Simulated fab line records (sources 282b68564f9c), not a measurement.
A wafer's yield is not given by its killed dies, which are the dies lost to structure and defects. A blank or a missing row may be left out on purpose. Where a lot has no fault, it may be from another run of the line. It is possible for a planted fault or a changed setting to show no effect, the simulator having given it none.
Problem report in the 8D (eight disciplines) form, filled by code	flow ritCmos	the parts of the form that need people (team, actions taken, sign-off) are left out

== 1. THE ISSUE ==
Across 6 wafers from 2 lots, PSD_RS at RIT_SDANNEAL_RS_MEAS_04 averages 96.28 ohm/sq, while fault-free wafers read 115.93 ohm/sq with a standard deviation of 0.29. Measured from the usual mean, that is -68 standard deviations.
The step: measures by four-point-probe.
The first sign was on wafer L968.1 at day 6 19:07, on filmMetro-03. At this step, 42 wafers from 14 lots have a number in the record. The rule behind "out" and "out of limits": a value lying over 4 standard deviations away from the usual mean. The rest of the wafers with a number are treated as sound.

== 2. WHAT THIS IS AND IS NOT ==
question	is	is not
which readings at this step	PSD_RS	-
which lots	L968, L970	L950, L952, L953, L954, L956, L957, L958, L959, L960, L963, L971, L973
which wafers of those lots	all that have a number	-
read on which gauges	filmMetro-02, filmMetro-03	filmMetro-04
when	from day 6 19:07	up to then (30 sound wafers); but 6 sound wafers of L971, L973 came after

== 3. THE SUSPECTS, EACH WITH WHAT RULES IT OUT ==
Counting: a tool stays on the suspect list if, at a process step up to the reading, it processed all lots that are out and no sound lot following the first of them.
- the gauge at RIT_SDANNEAL_RS_MEAS_04: ruled out. 2 gauges (filmMetro-02, filmMetro-03) read the wafers that are out.
- rtpAnneal-01 at RIT_SDANNEAL_RTA_03 (time 5 s): kept. Every lot that is out went through it, starting with L968 (day 6 19:03), and after that it ran no sound lot; the last sound lot it ran before then is L960 (day 5 04:50).
Left after counting: rtpAnneal-01 at RIT_SDANNEAL_RTA_03.

== 4. THE CAUSE (what the simulator had put in) ==
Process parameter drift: rtpAnneal-01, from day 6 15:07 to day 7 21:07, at RIT_SDANNEAL_RTA_03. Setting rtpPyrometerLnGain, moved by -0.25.
Only this tool survived the counting.

== 5. SEQUENCE OF EFFECTS, ordered by route ==
Each row: a reading where the mean over the struck wafers with a number is more than 3 standard deviations away from the usual. Only readings whose record carries a usual standard deviation are examined. hours: median over the lots of the time between each lot's start at the first step of this table that gives one and its start at this step. sigmas: the change, counted in usual standard deviations.
hours	step	reading	usual	on struck wafers	change	sigmas
0	RIT_SDANNEAL_RS_MEAS_04	PSD_RS	115.93 ohm/sq	96.28	-19.65	-68
0	RIT_SDANNEAL_RS_MEAS_05	NSD_RS	84.45 ohm/sq	83.52	-0.93	-3.4
0	RIT_SDANNEAL_RS_MEAS_06	PLDD_RS	178.7 ohm/sq	161.3	-17.4	-40
Later measuring or inspecting steps at which every struck wafer that the step has a row for has a number for every such reading, and none has moved that far: RIT_M1_RS_MEAS_01.

== 6. WHAT WOULD HAVE CAUGHT IT SOONER ==
Counted from the fault's start at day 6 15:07, it took 4 hours until the first out-of-limits reading at a measuring or inspecting step in this record, taken at day 6 19:07.
Tool readings at RIT_SDANNEAL_RTA_03 with a usual standard deviation given in the record: none out on any struck wafer, hence no alarm at a limit of 4 standard deviations on them.
L970, from the lots that are out (2), started RIT_SDANNEAL_RTA_03 on rtpAnneal-01 later than day 6 19:07. Putting the tool on hold at that point would have spared it.
